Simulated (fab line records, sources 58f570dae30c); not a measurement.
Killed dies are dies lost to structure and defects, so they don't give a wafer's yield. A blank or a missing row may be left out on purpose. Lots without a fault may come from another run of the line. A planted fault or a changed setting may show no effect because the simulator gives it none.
fab line records | flow berkeley_cmos170
record lots=12 wafers=36 last_day=12
route steps=331 shown M3@327
lots that met no fault: from a run of the same line without faults
start_h: hours from the record's first day to the start of the lot's first wafer shown | wait_h: hours since the lot's step before | " the same as in the row above | L1.1+2: a row that stands for several wafers | - no value, or no start given | * or withheld: withheld | < > ~ a bound
route shown NAME@n: a module of which the file shows steps, and the number in the route of the first | usual: mean/standard deviation of fault-free wafers | same: alike in all rows | chamber/n: place in a boat | sites: the reading at each site | _std_site: their standard deviation | _edge_site: outer sites' mean less inner sites' | radius_mm: how far each site lies from the wafer's centre | mask NAME#n: copy n | behind: the tool/chamber that last shaped the wafer | hold: why the lot was held/for how many hours/how that ended | device: the transistor (n, p or np) that didn't switch | end of line: the same wafers' tests at the end of the route | a step without rows: its recipe alone | killed: dies lost to structure and defects at the first sort, not the wafer's yield | map: a wafer's dies, x killed, . not, _ none there
set.NAME: the setting as run; set.NAME@STEP: as run at that earlier step | model.NAME: the simulator's own value behind a step, which no gauge read
steps of the route over a sample of lots; a table a step, a row a wafer
services: from which hour (start_h, from the record's first day; less than 0 if before it) a tool's chamber was out of use, for how many hours, and why
## steps
# step UCB170_M3_METAL_ETCH_18
# recipe chemistry=Cl2/BCl3 target=Al stop_on=SiO2 pressure_mtorr=12 target_depth_a=11700 over_etch_frac=0.3 time_s=195 icp_w=600 bias_w=120 Cl2_flow_sccm=90 bcl3_flow_sccm=45
# usual drypump_motor_current_A=5.3/0.35 oes_product_au=0.855/0.016 throttle_valve_pct=24.67/0.12
# columns lot.wafer tool chamber start_h wait_h drypump_motor_current_A oes_product_au rf_hours_counter_h throttle_valve_pct
L262.2 rie_metal-02 1 170.65 - 5.2 0.856 3 24.71
L262.3 " 1 " " 5.2 0.852 - 24.71
L262.4 " 0 " " 5.7 0.846 - 24.61
L260.1 rie_metal-04 0 171.26 - 5.0 0.868 10 24.68
L260.2 " 0 " " 5.0 0.864 - 24.67
L260.3 " 0 " " 5.0 0.874 - 24.69
L261.2 rie_metal-03 1 171.27 - 4.9 0.868 - 24.83
L261.4 " 1 " " 4.9 0.871 - 24.83
L261.6 " 1 " " 5.0 0.869 - 24.82
L267.3 rie_metal-03 1 205.43 - 5.0 0.863 - 24.85
L267.4 " 0 " " 5.5 0.828 - 24.61
L267.6 " 0 " " 5.5 0.832 - 24.61
L266.2 rie_metal-03 0 206.73 - 5.5 0.831 1 24.63
L266.5 " 0 " " 5.5 0.832 - 24.63
L266.6 " 1 " " 4.9 0.881 - 24.82
L272.4 rie_metal-04 0 216.45 - 5.0 0.867 - 24.67
L272.5 " 1 " " 6.0 0.848 - 24.38
L272.6 " 0 " " 5.0 0.870 - 24.67
L275.2 rie_metal-04 0 237.22 - 5.0 0.863 13 24.67
L275.5 " 0 " " 5.0 0.870 - 24.69
L275.6 " 1 " " 6.0 0.857 - 24.39
L274.4 rie_metal-02 0 237.71 - 5.7 0.851 - 24.61
L274.5 " 0 " " 5.7 0.864 - 24.60
L274.6 " 1 " " 5.2 0.857 - 24.71
L277.2 rie_metal-02 0 247.64 - 5.7 0.853 4 24.61
L277.3 " 1 " " 5.2 0.847 - 24.72
L277.5 " 1 " " 5.2 0.844 - 24.72
L278.2 rie_metal-02 0 260.89 - 5.7 0.847 5 24.61
L278.4 " 0 " " 5.7 0.853 - 24.63
L278.6 " 1 " " 5.2 0.846 - 24.70
L280.1 rie_metal-04 0 264.85 - 5.0 0.873 13 24.67
L280.5 " 0 " " 5.0 0.866 - 24.70
L280.6 " 1 " " 6.0 0.858 - 24.40
L283.1 rie_metal-04 0 288.03 - 5.0 0.866 14 24.67
L283.2 " 0 " " 5.0 0.867 - 24.66
L283.4 " 0 " " 5.0 0.876 - 24.67
# step UCB170_M3_STRIP_19
# recipe chemistry=O2 power_w=400 pressure_mtorr=3500 platen_temp_c=withheld o2_flow_sccm=400 overash_fraction=0.5
# usual drypump_motor_current_A=6.0/0.34 oes_product_au=0.540/0.013
# columns lot.wafer tool chamber start_h wait_h drypump_motor_current_A oes_product_au rf_hours_counter_h
L262.2 plasma_asher-01 1 170.84 0.1 6.0 0.522 48
L262.3 " 0 " " 6.3 0.526 -
L262.4 " 1 " " 6.0 0.556 -
L261.2 plasma_asher-04 1 171.58 0.2 6.2 0.545 6
L261.4 " 1 " " 6.2 0.561 -
L261.6 " 1 " " 6.2 0.548 -
L260.1 plasma_asher-01 0 171.63 0.3 6.3 0.540 48
L260.2 " 1 " " 6.0 0.533 48
L260.3 " 0 " " 6.3 0.522 -
L267.3 plasma_asher-01 0 205.59 0.1 6.3 0.320 -
L267.4 " 1 " " 6.0 0.311 -
L267.6 " 0 " " 6.3 0.317 -
L266.2 plasma_asher-03 0 206.92 0.1 5.4 0.321 46
L266.5 " 1 " " 6.5 0.315 -
L266.6 " 0 " " 5.4 0.317 -
L272.4 plasma_asher-01 0 216.60 0.1 6.3 0.534 -
L272.5 " 0 " " 6.3 0.556 -
L272.6 " 1 " " 6.0 0.549 -
L275.2 plasma_asher-01 1 237.41 0.1 6.0 0.542 55
L275.5 " 1 " " 5.9 0.541 -
L275.6 " 0 " " 6.3 0.550 -
L274.4 plasma_asher-01 1 237.87 0.1 6.0 0.537 -
L274.5 " 0 " " 6.3 0.541 -
L274.6 " 1 " " 6.0 0.515 -
L277.2 plasma_asher-01 0 247.89 0.2 6.3 0.537 56
L277.3 " 1 " " 6.0 0.534 -
L277.5 " 1 " " 6.0 0.527 -
L278.2 plasma_asher-03 0 261.08 0.1 5.4 0.556 52
L278.4 " 1 " " 6.5 0.559 -
L278.6 " 1 " " 6.6 0.522 -
L280.1 plasma_asher-04 0 265.04 0.1 5.7 0.531 17
L280.5 " 0 " " 5.7 0.534 -
L280.6 " 1 " " 6.2 0.550 -
L283.1 plasma_asher-03 1 288.41 0.3 6.5 0.528 55
L283.2 " 0 " " 5.4 0.532 55
L283.4 " 0 " " 5.4 0.535 -
# step UCB170_M3_CD_MEAS_90
# recipe target_cd_nm=700
# usual cd_nm=701/3.5
# columns lot.wafer tool chamber start_h wait_h cd_nm
L262.2 cd_sem-01 - 170.96 0.1 701
L262.3 " - " " 698
L262.4 " - " " 703
L260.1 cd_sem-02 - 171.79 0.1 701
L260.2 " - " " 704
L260.3 " - " " 702
L261.2 cd_sem-01 - 171.80 0.2 698
L261.4 " - " " 701
L261.6 " - " " 701
L267.3 cd_sem-02 - 205.79 0.2 684
L267.4 " - " " 685
L267.6 " - " " 685
L266.2 cd_sem-01 - 207.04 0.1 681
L266.5 " - " " 683
L266.6 " - " " 680
L272.4 cd_sem-01 - 216.73 0.1 701
L272.5 " - " " 699
L272.6 " - " " 700
L275.2 cd_sem-02 - 237.53 0.1 701
L275.5 " - " " 700
L275.6 " - " " 696
L274.4 cd_sem-02 - 237.99 0.1 705
L274.5 " - " " 704
L274.6 " - " " 699
L277.2 cd_sem-01 - 248.01 0.1 702
L277.3 " - " " 697
L277.5 " - " " 698
L278.2 cd_sem-02 - 261.20 0.1 699
L278.4 " - " " 703
L278.6 " - " " 698
L280.1 cd_sem-02 - 265.14 0.1 698
L280.5 " - " " 700
L280.6 " - " " 697
L283.1 cd_sem-01 - 288.51 0.1 703
L283.2 " - " " 701
L283.4 " - " " 705
## services
# columns tool chamber start_h hours kind
rie_metal-04 1 157.69 1.9 repair
rie_metal-04 1 159.63 - clean
rie_metal-04 1 159.63 20.9 scheduled_down
rie_metal-04 1 159.63 20.9 vent_cycle
rie_metal-03 0 170.82 - clean
rie_metal-03 0 170.82 14.8 scheduled_down
rie_metal-03 0 170.82 14.8 vent_cycle
rie_metal-02 0 209.59 16.2 repair
## key
first_sign step=UCB170_M3_STRIP_19 reading=oes_product_au direction=down sigmas=17 usual=0.540 struck=0.317
effect step=UCB170_M3_CD_MEAS_90 reading=cd_nm direction=down sigmas=5.2 usual=701 struck=683
met_at UCB170_M3_METAL_ETCH_18
struck_lots L266,L267
onset_between 171.27 205.43
fault kind=process_parameter_drift tool=rie_metal-03 chamber=- onset_h=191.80 steps=UCB170_M3_METAL_ETCH_18 channel=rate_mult offset=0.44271 shape=step end_h=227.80
